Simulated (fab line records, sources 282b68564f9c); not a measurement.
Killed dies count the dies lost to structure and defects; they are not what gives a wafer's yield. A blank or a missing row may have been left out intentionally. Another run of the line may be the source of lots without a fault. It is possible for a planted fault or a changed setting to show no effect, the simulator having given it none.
A struck lot beside a sound one | flow rit cmos | 15 steps out of a route of 202
Sound: the wafers L464.2, L464.4, L464.6. Struck: wafer L454.6 (L454.1, L454.4, from the same lot, were not struck and are left out); the cause is given at the end.
Order at every step that has rows: each side's tool, ch and its chambers, its first start. Under that, the readings that differ: sound wafers | struck wafers | difference of the means | sigmas: that difference in standard deviations of wafers without a fault.
alike: same words and numbers on both sides, and readings whose means sit less than 2 such deviations apart. not compared: any withheld reading, any reading some wafer has no value for, any bound like >300 that may hide the same value, and any number with overlapping values for which the record gives no deviation.
Wherever a step has rows on one side only, a row that says differs or no value, or a row with sigmas, the two part there. Numbers that don't overlap but have no deviation are shown without sigmas and don't part them. A reading missing from all wafers of one side parts the sides only when that side holds two or more wafers.

RIT_SILICIDE_RTA_06: time 10 s, ramp up 5 s, ramp down 10 s.
  sound on rtp anneal-01 ch 0, day 6 09:22; struck on rtp anneal-01 ch 0, day 4 04:53
  alike: wafer_temp_C_max
RIT_CONTACT_CVD_00: deposits SiO2 from TEOS, target thk 400 nm, time 63.48 s.
  sound on pecvd-01 ch 1,2, day 6 09:25; struck on pecvd-02 ch 0, day 4 04:58
  alike: heater power w
RIT_CONTACT_THK_MEAS_01:
  sound on film metro-04 at day 6 09:30; struck on film metro-02 at day 4 05:01
  alike: CONTACT_TEOS_THK
then, 6 steps without rows for these wafers: RIT_CONTACT_HMDS_02 (prime time 60 s); RIT_CONTACT_COAT_03 (resist thk 1000 nm); RIT_CONTACT_SOFTBAKE_04 (time 60 s); RIT_CONTACT_EXPOSE_05 (exposes mask M11, target cd 1000 nm); RIT_CONTACT_PEB_06; RIT_CONTACT_DEVELOP_07 (develop time 120 s).
RIT_CONTACT_CD_MEAS_08: target cd 1000 nm.
  sound on cd sem-02 at day 6 10:32; struck on cd sem-01 at day 4 06:10
  alike: cd nm
RIT_CONTACT_OVL_MEAS_09:
  sound on overlay-01 at day 6 10:38; struck on overlay-02 at day 4 06:17
  alike: CONTACT_OVL
then, 1 step without rows for these wafers: RIT_CONTACT_HARDBAKE_10 (time 60 s).
RIT_CONTACT_ETCH_11: etches SiO2 in CHF3/CF4/Ar, stops on TiSi2, target depth 480 nm, time 320 s.
  sound on rie diel-03 ch 2,3, day 6 10:49; struck on rie diel-04 ch 2, day 4 06:28
  reading                                      | sound             | struck | difference | sigmas
  run length s (s)                             | 348.7 348.7 349.4 | 400.5  | +51.6      | +99 or more
  throttle valve pct (%)                       | 8.90 8.85 8.91    | 8.68   | -0.21      | -3
  model.NOVOLAK_of_CONTACT_COAT_03.thk nm (nm) | 762.1 768.8 764.2 | 747.6  | -17.4      |
  alike: O2_flow_sccm, drypump motor current A, oes product au
  not compared: rf hours counter h
RIT_CONTACT_STRIP_12: strips in O2, time 180 s.
  sound on plasma asher-02 ch 0,1, day 6 11:01; struck on plasma asher-04 ch 1, day 4 06:40
  reading                     | sound       | struck | difference | sigmas
  drypump motor current A (A) | 5.6 5.6 5.5 | 6.4    | +0.8       | +2
  not compared: rf hours counter h
RIT_M1_PROBE_99:
  sound on prober-01 at day 6 16:05; struck on prober-02 at day 4 11:49
  reading                                    | sound                        | struck   | difference | sigmas
  killed short                               | 1 1 4                        | 7        | +5         | +2
  model.etest.nmos_0p15.junction log10 a um  | -13.5 -13.73 -13.53          | -13.06   | +0.53      |
  model.etest.nmos narrow.off log10 a um     | -13.09 -13.26 -13.18         | -12.93   | +0.25      |
  model.etest.nmos_0p3.off log10 a um        | -13.11 -13.06 -13.06         | -12.95   | +0.13      |
  model.etest.gate end array.leak log10 a um | -12.97 -12.93 -12.96         | -12.69   | +0.26      |
  model.etest.antenna contact.vt shift v (V) | -0.008137 -0.006849 -0.01205 | -0.02562 | -0.01661   |
  alike: killed at contacts, killed at front end, killed dies, killed open

WHERE THEY PART
Earliest at RIT_CONTACT_ETCH_11; latest, in this record, at RIT_M1_PROBE_99.

WHY: the cause the simulator had injected
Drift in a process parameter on rie diel-04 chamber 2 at RIT_CONTACT_ETCH_11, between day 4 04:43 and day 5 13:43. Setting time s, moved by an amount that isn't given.
